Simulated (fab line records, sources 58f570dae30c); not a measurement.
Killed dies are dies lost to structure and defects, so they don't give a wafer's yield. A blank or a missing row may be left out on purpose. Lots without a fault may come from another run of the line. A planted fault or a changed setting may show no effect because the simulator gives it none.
Which tool did it? | flow berkeley_cmos170 | 14 lots, 42 wafers sampled, at 5 steps of a route of 331

WHAT THE GAUGES READ, wafer by wafer
UCB170_GATE_THK_MEAS_05. Usual: GATE_POLY_THK 213.2 nm, standard deviation 2.5.
lot  | measured     | on            | GATE_POLY_THK (nm) | flag
L866 | day 5 21:23  | film_metro-02 | 211.9 211.7 211.4  |
L868 | day 6 04:51  | film_metro-01 | 211.9 215.3 211.6  |
L867 | day 6 04:52  | film_metro-02 | 215.0 214.8 215.1  |
L870 | day 6 23:11  | film_metro-02 | 213.8 213.6 213.2  |
L873 | day 7 11:38  | film_metro-01 | 213.2 213.3 210.9  |
L874 | day 7 17:40  | film_metro-02 | 212.4 213.0 211.4  |
L876 | day 8 02:58  | film_metro-02 | 213.4 215.7 214.2  |
L877 | day 8 15:24  | film_metro-03 | 214.6 215.5 214.5  |
L878 | day 8 15:25  | film_metro-02 | 212.2 213.6 211.2  |
L880 | day 9 05:29  | film_metro-03 | 212.9 215.2 214.9  |
L881 | day 9 05:29  | film_metro-01 | 211.8 213.6 215.8  |
L885 | day 9 20:33  | film_metro-02 | 208.8 208.4 209.3  |
L889 | day 10 20:52 | film_metro-02 | 213.2 212.3 211.3  |
L888 | day 10 20:55 | film_metro-03 | 209.7 211.5 209.2  |

UCB170_SPACER_THK_MEAS_01. Usual: SPACER_TEOS_THK 374 nm, standard deviation 5.1.
lot  | measured     | on            | SPACER_TEOS_THK (nm) | flag
L866 | day 6 06:04  | film_metro-04 | 370 367 372          |
L868 | day 6 10:26  | film_metro-02 | 372 371 377          |
L867 | day 6 10:13  | film_metro-02 | 369 377 381          |
L870 | day 7 05:35  | film_metro-03 | 367 377 377          |
L873 | day 7 17:15  | film_metro-02 | 364 367 373          |
L874 | day 8 01:46  | film_metro-02 | 376 378 380          |
L876 | day 8 10:05  | film_metro-04 | 382 379 382          |
L877 | day 8 20:50  | film_metro-04 | 364 365 376          |
L878 | day 8 21:28  | film_metro-04 | 372 376 387          |
L880 | day 9 12:27  | film_metro-03 | 372 369 377          |
L881 | day 9 12:46  | film_metro-04 | 367 372 373          |
L885 | day 10 03:14 | film_metro-03 | 369 363 373          |
L889 | day 11 02:33 | film_metro-02 | 381 375 379          |
L888 | day 11 02:50 | film_metro-03 | 368 366 375          |

UCB170_SDANNEAL_RS_MEAS_04: measures by four-point-probe. Usual: PLDD_RS 1032.3 ohm/sq, standard deviation 3.
lot  | measured     | on            | PLDD_RS (ohm/sq)     | flag
L866 | day 6 15:19  | film_metro-04 | 1032.2 1027.2 1029.9 |
L868 | day 6 19:15  | film_metro-03 | 1026.5 1028.5 1028.6 |
L867 | day 6 18:44  | film_metro-04 | 1035.3 1034.9 1037.0 |
L870 | day 7 15:52  | film_metro-03 | 1032.8 1029.0 1031.2 |
L873 | day 8 02:34  | film_metro-03 | 1030.3 1034.0 1030.6 |
L874 | day 8 11:20  | film_metro-04 | 1035.4 1034.0 1036.0 |
L876 | day 8 19:09  | film_metro-01 | 1030.2 1031.8 1030.2 |
L877 | day 9 09:59  | film_metro-03 | 1034.1 1033.5 1032.0 |
L878 | day 9 10:09  | film_metro-01 | 1032.6 1032.9 1033.1 |
L880 | day 9 20:22  | film_metro-01 | 1108.3 1125.8 1127.6 | OFF
L881 | day 9 20:32  | film_metro-03 | 1092.8 1079.4 1047.0 | OFF
L885 | day 10 13:16 | film_metro-04 | 1034.1 1036.8 1035.3 |
L889 | day 11 17:01 | film_metro-04 | 1034.7 1035.7 1032.7 |
L888 | day 11 17:16 | film_metro-03 | 1030.8 1030.8 1032.1 |

WHICH TOOL RAN EACH LOT (tool, then ch and the chambers of the sampled wafers, then the start)
lot  | UCB170_PLDD_STRIP_10                 | UCB170_SPACER_ANNEAL_02
L866 | plasma_asher-02 ch 0,1, day 6 00:34  | furnace-03 ch 0, day 6 09:25
L868 | plasma_asher-03 ch 0,1, day 6 08:08  | furnace-01 ch 0, day 6 13:04
L867 | plasma_asher-02 ch 0,1, day 6 07:52  | furnace-01 ch 0, day 6 13:04
L870 | plasma_asher-03 ch 0,1, day 7 02:41  | furnace-01 ch 0, day 7 09:08
L873 | plasma_asher-04 ch 0,1, day 7 15:14  | furnace-03 ch 0, day 7 19:13
L874 | plasma_asher-04 ch 0,1, day 7 23:19  | furnace-01 ch 0, day 8 04:58
L876 | plasma_asher-03 ch 0,1, day 8 06:09  | furnace-01 ch 0, day 8 12:43
L877 | plasma_asher-02 ch 0,1, day 8 18:41  | furnace-03 ch 0, day 9 01:11
L878 | plasma_asher-03 ch 0,1, day 8 18:59  | furnace-03 ch 0, day 9 01:11
L880 | plasma_asher-04 ch 0,1, day 9 10:00  | furnace-03 ch 0, day 9 13:47
L881 | plasma_asher-02 ch 0,1, day 9 10:11  | furnace-03 ch 0, day 9 13:47
L885 | plasma_asher-04 ch 0,1, day 9 23:47  | furnace-02 ch 0, day 10 03:25
L889 | plasma_asher-02 ch 0,1, day 11 00:24 | furnace-01 ch 0, day 11 07:47
L888 | plasma_asher-04 ch 0,1, day 11 00:38 | furnace-01 ch 0, day 11 07:47
- UCB170_PLDD_STRIP_10: strips in O2.
- UCB170_SPACER_ANNEAL_02: time 1800 s.

WHAT THE TOOLS THEMSELVES READ (means of the sampled wafers that have a number; where no wafer has one, the mark that the record gives instead)
UCB170_PLDD_STRIP_10. Usual: chamber_pressure_mTorr 3500 mTorr, standard deviation 3.1; drypump_motor_current_A 5.6 A, standard deviation 0.53; oes_product_au 0.734 a.u., standard deviation 0.0048; strip_time_to_endpoint_s 21.62 s, standard deviation 0.068.
lot  | tool            | chamber_pressure_mTorr (mTorr) | drypump_motor_current_A (A) | oes_product_au (a.u.) | strip_time_to_endpoint_s (s) | flag
L866 | plasma_asher-02 | 3501                           | 5.7                         | 0.738                 | 21.63                        |
L868 | plasma_asher-03 | 3500                           | 5.5                         | 0.735                 | 21.67                        |
L867 | plasma_asher-02 | 3501                           | 5.7                         | 0.730                 | 21.61                        |
L870 | plasma_asher-03 | 3503                           | 5.6                         | 0.728                 | 21.68                        |
L873 | plasma_asher-04 | 3501                           | 5.9                         | 0.734                 | 21.57                        |
L874 | plasma_asher-04 | 3499                           | 5.6                         | 0.733                 | 21.61                        |
L876 | plasma_asher-03 | 3502                           | 5.4                         | 0.730                 | 21.60                        |
L877 | plasma_asher-02 | 3502                           | 5.7                         | 0.741                 | 21.52                        |
L878 | plasma_asher-03 | 3502                           | 5.4                         | 0.731                 | 21.74                        |
L880 | plasma_asher-04 | 3500                           | 5.9                         | 0.730                 | 21.70                        |
L881 | plasma_asher-02 | 3501                           | 5.3                         | 0.730                 | 21.60                        |
L885 | plasma_asher-04 | 3499                           | 5.6                         | 0.733                 | 21.61                        |
L889 | plasma_asher-02 | 3501                           | 5.7                         | 0.734                 | 21.61                        |
L888 | plasma_asher-04 | 3500                           | 5.9                         | 0.731                 | 21.60                        |

UCB170_SPACER_ANNEAL_02. Usual: spike_tc_centre_C 901.6 C, standard deviation 1.2; zone_power_centre_pct 44 %, standard deviation 3.1; zone_power_load_pct 25.5 %, standard deviation 0.41; zone_power_source_pct 25.3 %, standard deviation 0.81.
lot  | tool       | spike_tc_centre_C (C) | zone_power_centre_pct (%) | zone_power_load_pct (%) | zone_power_source_pct (%) | flag
L866 | furnace-03 | 902.7                 | 48                        | 25.0                    | 26.0                      |
L868 | furnace-01 | 900.4                 | 43                        | 26.2                    | 24.1                      |
L867 | furnace-01 | 900.9                 | 42                        | 25.8                    | 24.3                      |
L870 | furnace-01 | 901.7                 | 42                        | 25.8                    | 24.6                      |
L873 | furnace-03 | 902.5                 | 49                        | 25.4                    | 26.0                      |
L874 | furnace-01 | 900.5                 | 42                        | 25.7                    | 24.2                      |
L876 | furnace-01 | 900.2                 | 43                        | 25.9                    | 24.6                      |
L877 | furnace-03 | 902.7                 | 48                        | 25.5                    | 26.1                      |
L878 | furnace-03 | 901.8                 | 48                        | 25.4                    | 26.2                      |
L880 | furnace-03 | 866.1                 | 32                        | 27.7                    | 28.3                      | OFF
L881 | furnace-03 | 865.8                 | 32                        | 27.6                    | 28.2                      | OFF
L885 | furnace-02 | 902.4                 | 41                        | 25.0                    | 25.7                      |
L889 | furnace-01 | 901.4                 | 42                        | 25.8                    | 24.4                      |
L888 | furnace-01 | 900.8                 | 43                        | 26.1                    | 24.8                      |

THE ANSWER, worked out from the rows above alone
Rule: a lot is off if the mean of its wafers that have a number lies more than 3 standard deviations from the usual mean. A lot without any number at a reading at which 4 lots or more have one is off too. The other lots that the step has rows for count as sound. The gauges are gone through in route order, then the tools' own readings, and for those a lot's mean is taken as printed above. The first step at which some lot is off is used, and at that step the reading that is off furthest; a lot without a number counts as furthest.
Off: L880, L881, at UCB170_SDANNEAL_RS_MEAS_04 (PLDD_RS).
A tool fits if, at a process step before that reading, it ran every lot that is off, and no sound lot after the first of them. The gauges at UCB170_SDANNEAL_RS_MEAS_04 aren't tried: what is off there is off at UCB170_SPACER_ANNEAL_02 too, on other tools, and a gauge's error can't cause that. One fits: furnace-03 at UCB170_SPACER_ANNEAL_02. Its last sound lot is L877 (day 9 01:11), its first lot that is off L880 (day 9 13:47): a fault that began between those two fits.
The tool's own readings at UCB170_SPACER_ANNEAL_02 bear it out: on the lots that are off they differ by more than 5 times the standard deviation of the sound lots' means. spike_tc_centre_C reads 866.0 C there against 901.5 C on the sound lots; zone_power_load_pct reads 27.6 % there against 25.6 % on the sound lots.

WHAT THE SIMULATOR HAD PUT IN
Process parameter drift: furnace-03, from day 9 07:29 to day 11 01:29, at UCB170_SPACER_ANNEAL_02. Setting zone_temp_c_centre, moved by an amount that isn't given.
Lots struck among those shown: L880, L881. The rule above found the same.
